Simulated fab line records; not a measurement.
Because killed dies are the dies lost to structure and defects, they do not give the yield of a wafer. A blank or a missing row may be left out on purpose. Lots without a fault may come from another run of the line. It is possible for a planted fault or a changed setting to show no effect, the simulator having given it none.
Struck lot and sound lot, side by side ; flow rit_cmos ; 18 steps out of a route of 202
Sound: these wafers, L289.1, L289.4, L289.5. The struck wafers were L297.1, L297.2, L297.5. At the end, the cause is stated.
For every step that has rows: the tool of each side, followed by ch and its chambers, followed by its first start. Under that, the readings that differ: sound wafers ; struck wafers ; difference of the means ; sigmas: that difference in standard deviations of wafers without a fault.
alike: same words and numbers on both sides, and readings whose means sit less than 2 such deviations apart. not compared: any withheld reading, any reading some wafer has no value for, any bound like >300 that may hide the same value, and any number with overlapping values for which the record gives no deviation.
A row with sigmas, a row that says differs or no value, or rows on one side alone: a step with any of these is where the two part. When numbers do not overlap yet have no deviation, they are printed without sigmas and do not part them. A reading missing from all wafers of one side parts the sides only when that side holds two or more wafers.

first, 4 steps without rows for these wafers: RIT_PSD_SOFTBAKE_02 (time 60 s); RIT_PSD_EXPOSE_03 (exposes mask M10, target cd 40900 nm); RIT_PSD_PEB_04; RIT_PSD_DEVELOP_05 (develop time 50 s).
RIT_PSD_OVL_MEAS_06:
  struck on overlay-01, day 5 04:17; sound on overlay-02, day 3 09:27
reading;sound;struck;difference;sigmas
PSD_OVL (nm);-4.0 -3.7 -3.6;0.2 -0.4 0.8;+4.0;+3
then, 2 steps without rows for these wafers: RIT_PSD_HARDBAKE_07 (time 60 s); RIT_PSD_IMPLANT_08.
RIT_PSD_STRIP_09: strips in O2, time 180 s.
  sound on plasma_asher-04 ch 1, day 3 09:54; struck on plasma_asher-02 ch 0,1, day 5 04:37
  alike: drypump_motor_current_A
  not compared: rf_hours_counter_h
RIT_PSD_TW_MEAS_10:
  struck on film_metro-03, day 5 04:47; sound on film_metro-04, day 3 10:04
reading;sound;struck;difference;sigmas
PSD_TW;3398 3412 3393;3488 3489 3486;+87;+2
then, 3 steps without rows for these wafers: RIT_SDANNEAL_CLEAN_00 (cleans in SC1, time 600 s); RIT_SDANNEAL_CLEAN_01 (cleans in dHF, time 30 s); RIT_SDANNEAL_CLEAN_02 (cleans in SC2, time 600 s).
RIT_SDANNEAL_RTA_03: time 5 s.
  sound on rtp_anneal-02 ch 0, day 3 10:30; struck on rtp_anneal-02 ch 0, day 5 05:14
reading;sound;struck;difference;sigmas
wafer_temp_C_max;1055.0 1052.3 1052.6;1047.8 1045.7 1044.8;-7.2;-6
  alike: chamber_o2_ppm
RIT_SDANNEAL_RS_MEAS_04: measures by four-point-probe.
  struck on film_metro-04, day 5 05:17; sound on film_metro-03, day 3 10:34
reading;sound;struck;difference;sigmas
PSD_RS (ohm/sq);115.68 115.63 115.92;121.70 121.52 121.40;+5.80;+21
RIT_SDANNEAL_RS_MEAS_05: measures by four-point-probe.
  struck on film_metro-04, day 5 05:25; sound on film_metro-03, day 3 10:41
  alike: NSD_RS
RIT_SDANNEAL_RS_MEAS_06: measures by four-point-probe.
  struck on film_metro-04, day 5 05:32; sound on film_metro-03, day 3 10:48
reading;sound;struck;difference;sigmas
PLDD_RS (ohm/sq);179.0 178.6 178.9;183.5 183.4 183.1;+4.5;+10
RIT_SDANNEAL_RS_MEAS_07: measures by four-point-probe.
  struck on film_metro-04, day 5 05:39; sound on film_metro-03, day 3 10:55
  alike: NLDD_RS
RIT_M1_PROBE_99:
  struck on prober-02, day 5 12:39; sound on prober-02, day 3 18:01
reading;sound;struck;difference;sigmas
model.etest.contact_pplus.end_ohm_um;44.35 45.82 44.84;46.36 47.07 47.38;+1.93;
model.etest.pmos_0p15.off_log10_a_um;-10.58 -10.54 -10.34;-10.85 -10.72 -10.84;-0.32;
model.etest.nmos_0p15.junction_log10_a_um;-13.62 -13.51 -13.5;-13.24 -13.36 -13.4;+0.21;
model.etest.vpnp.gain;0.9953 1.036 1.019;0.9852 0.9484 0.9697;-0.0490;
model.etest.diode_pplus_comb.cj_ff_um2;2.038 2.024 2.027;1.931 1.933 1.934;-0.097;
  alike: killed_at_contacts, killed_at_front_end, killed_dies, killed_open, killed_short
  not compared: model.etest.pmos_turned.r_on_ohm_um, model.etest.pmos_turned.drive_ua_um, model.etest.contact_nplus.end_ohm_um

## WHERE THEY PART
Earliest at RIT_PSD_OVL_MEAS_06; latest, in this record, at RIT_SDANNEAL_RS_MEAS_06. Later steps at which nothing parts them and some readings are alike: RIT_SDANNEAL_RS_MEAS_07, RIT_M1_PROBE_99.

WHY: whatever the simulator had introduced
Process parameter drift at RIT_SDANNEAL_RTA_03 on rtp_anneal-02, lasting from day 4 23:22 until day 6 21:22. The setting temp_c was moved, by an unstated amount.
